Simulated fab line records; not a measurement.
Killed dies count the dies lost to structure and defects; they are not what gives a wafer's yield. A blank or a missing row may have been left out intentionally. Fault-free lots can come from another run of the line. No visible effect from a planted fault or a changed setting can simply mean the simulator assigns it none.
Which tool was responsible? + flow rit-cmos + 14 lots, 42 wafers sampled, at 3 steps of a route of 202

## WHAT THE GAUGES READ, wafer by wafer
RIT_WELLDRIVE_RS_MEAS_01: a four-point-probe measurement. Usual: NWELL_RS gives 275.4 ohm/sq (standard deviation 0.73).
| lot  | measured    | on            | NWELL_RS (ohm/sq) | flag |
|------|-------------|---------------|-------------------|------|
| L731 | day 2 05:29 | film-metro-04 | 275.6 275.2 274.2 |      |
| L732 | day 2 10:01 | film-metro-02 | 276.9 276.3 275.8 |      |
| L733 | day 2 16:20 | film-metro-02 | 276.0 275.5 276.5 |      |
| L734 | day 2 20:08 | film-metro-04 | 275.0 275.3 274.3 |      |
| L736 | day 3 07:46 | film-metro-03 | 275.6 275.1 275.8 |      |
| L737 | day 3 11:50 | film-metro-03 | 274.7 273.9 274.5 |      |
| L738 | day 3 17:05 | film-metro-03 | 275.1 274.9 275.0 |      |
| L739 | day 4 00:12 | film-metro-04 | 275.8 275.6 276.1 |      |
| L740 | day 4 04:38 | film-metro-04 | 275.0 275.2 274.9 |      |
| L745 | day 5 07:20 | film-metro-03 | 284.4 284.4 285.1 | OFF  |
| L748 | day 6 03:11 | film-metro-04 | 284.5 283.7 283.6 | OFF  |
| L752 | day 6 18:16 | film-metro-04 | 275.4 275.0 275.1 |      |
| L753 | day 7 00:08 | film-metro-02 | 276.6 276.5 276.1 |      |
| L754 | day 7 03:56 | film-metro-02 | 275.1 275.4 275.0 |      |

RIT_WELLDRIVE_RS_MEAS_02: a four-point-probe measurement. Usual: PWELL_RS gives 429.3 ohm/sq (standard deviation 1.2).
| lot  | measured    | on            | PWELL_RS (ohm/sq) | flag |
|------|-------------|---------------|-------------------|------|
| L731 | day 2 05:36 | film-metro-04 | 430.0 429.6 431.4 |      |
| L732 | day 2 10:08 | film-metro-02 | 431.3 432.0 432.0 |      |
| L733 | day 2 16:28 | film-metro-02 | 429.4 428.5 429.2 |      |
| L734 | day 2 20:16 | film-metro-04 | 428.9 430.6 429.1 |      |
| L736 | day 3 07:53 | film-metro-03 | 429.2 428.2 428.5 |      |
| L737 | day 3 11:57 | film-metro-03 | 429.2 429.2 429.0 |      |
| L738 | day 3 17:13 | film-metro-03 | 427.5 428.1 427.4 |      |
| L739 | day 4 00:19 | film-metro-04 | 428.3 430.1 427.4 |      |
| L740 | day 4 04:45 | film-metro-04 | 427.5 427.8 428.2 |      |
| L745 | day 5 07:27 | film-metro-03 | 438.8 437.5 438.7 | OFF  |
| L748 | day 6 03:19 | film-metro-04 | 437.1 438.8 438.7 | OFF  |
| L752 | day 6 18:23 | film-metro-04 | 427.9 427.8 429.7 |      |
| L753 | day 7 00:15 | film-metro-02 | 428.3 429.7 429.3 |      |
| L754 | day 7 04:03 | film-metro-02 | 431.5 431.5 430.5 |      |

## TOOL THAT RAN EACH LOT (tool first, then ch and the chambers of the sampled wafers, then the start)
| lot  | RIT_WELLDRIVE_ANNEAL_00      |
|------|------------------------------|
| L731 | furnace-04 ch 0, day 2 00:24 |
| L732 | furnace-03 ch 0, day 2 04:54 |
| L733 | furnace-04 ch 0, day 2 11:16 |
| L734 | furnace-01 ch 0, day 2 15:02 |
| L736 | furnace-01 ch 0, day 3 02:40 |
| L737 | furnace-03 ch 0, day 3 06:45 |
| L738 | furnace-04 ch 0, day 3 12:01 |
| L739 | furnace-03 ch 0, day 3 19:05 |
| L740 | furnace-01 ch 0, day 3 23:33 |
| L745 | furnace-03 ch 0, day 5 02:13 |
| L748 | furnace-03 ch 0, day 5 22:04 |
| L752 | furnace-01 ch 0, day 6 13:07 |
| L753 | furnace-04 ch 0, day 6 19:03 |
| L754 | furnace-01 ch 0, day 6 22:48 |
- RIT_WELLDRIVE_ANNEAL_00: time 14700 s.

## WHAT THE TOOLS THEMSELVES READ (means of the sampled wafers that have a number; where no wafer has one, the mark that the record gives instead)
RIT_WELLDRIVE_ANNEAL_00. Usual: spike-tc-centre-C 1101.9 C, standard deviation 1.6; spike-tc-source-C 1125.2 C, standard deviation 1.7; tube-center-temp-C 1100 C, standard deviation 0.1; tube_center_temp_C_max 1102.8, standard deviation 0.45; zone-power-centre-pct 50 %, standard deviation 3.3.
| lot  | tool       | spike-tc-centre-C (C) | spike-tc-source-C (C) | tube-center-temp-C (C) | tube_center_temp_C_max | zone-power-centre-pct (%) | flag |
|------|------------|-----------------------|-----------------------|------------------------|------------------------|---------------------------|------|
| L731 | furnace-04 | 1100.2                | 1123.1                | 1100                   | 1102.9                 | 51                        |      |
| L732 | furnace-03 | 1102.8                | 1126.0                | 1100                   | 1102.9                 | 53                        |      |
| L733 | furnace-04 | 1101.8                | 1122.1                | 1100                   | 1103.0                 | 50                        |      |
| L734 | furnace-01 | 1101.8                | 1125.0                | 1100                   | 1103.0                 | 46                        |      |
| L736 | furnace-01 | 1099.4                | 1125.4                | 1100                   | 1102.8                 | 47                        |      |
| L737 | furnace-03 | 1103.1                | 1125.4                | 1100                   | 1103.0                 | 54                        |      |
| L738 | furnace-04 | 1100.7                | 1122.9                | 1100                   | 1102.6                 | 50                        |      |
| L739 | furnace-03 | 1103.9                | 1126.4                | 1100                   | 1102.7                 | 54                        |      |
| L740 | furnace-01 | 1100.8                | 1126.6                | 1100                   | 1102.8                 | 46                        |      |
| L745 | furnace-03 | 1095.1                | 1118.3                | 1092                   | 1094.9                 | 53                        | OFF  |
| L748 | furnace-03 | 1095.2                | 1117.9                | 1092                   | 1094.6                 | 53                        | OFF  |
| L752 | furnace-01 | 1102.2                | 1126.0                | 1100                   | 1102.9                 | 47                        |      |
| L753 | furnace-04 | 1100.2                | 1122.9                | 1100                   | 1102.6                 | 50                        |      |
| L754 | furnace-01 | 1101.9                | 1126.2                | 1100                   | 1103.2                 | 46                        |      |

## THE ANSWER, worked out from the rows above alone
Rule: take the mean of a lot's wafers that have a number; if it is more than 3 standard deviations from the usual mean, the lot is off. A lot without any number at a reading at which 4 lots or more have one is off too. Where the step has rows for the other lots, those lots are counted as sound. The gauges are gone through in route order, then the tools' own readings, and for those a lot's mean is taken as printed above. The first step at which some lot is off is used, and at that step the reading that is off furthest; a lot without a number counts as furthest.
Off: L745, L748, seen at RIT_WELLDRIVE_RS_MEAS_01 (NWELL_RS).
If a tool, at a process step before that reading, ran all the lots that are off and no sound lot after the first of them, it fits. The gauges at RIT_WELLDRIVE_RS_MEAS_01 aren't tried: what is off there is off at RIT_WELLDRIVE_ANNEAL_00 too, on other tools, and a gauge's error can't cause that. One fits: furnace-03 at RIT_WELLDRIVE_ANNEAL_00. Its last sound lot is L739 (day 3 19:05), its first lot that is off L745 (day 5 02:13): a fault that began between those two fits.
The tool's own readings at RIT_WELLDRIVE_ANNEAL_00 bear it out: on the lots that are off they differ by more than 5 times the standard deviation of the sound lots' means. spike-tc-centre-C reads 1095.2 C there against 1101.6 C on the sound lots; tube-center-temp-C reads 1092 C there against 1100 C on the sound lots; tube_center_temp_C_max reads 1094.8 there against 1102.9 on the sound lots.

## WHAT THE SIMULATOR PUT IN
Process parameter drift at RIT_WELLDRIVE_ANNEAL_00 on furnace-03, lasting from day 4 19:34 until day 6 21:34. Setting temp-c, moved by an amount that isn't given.
Lots struck among those shown: L745, L748. The same result came from the rule above.
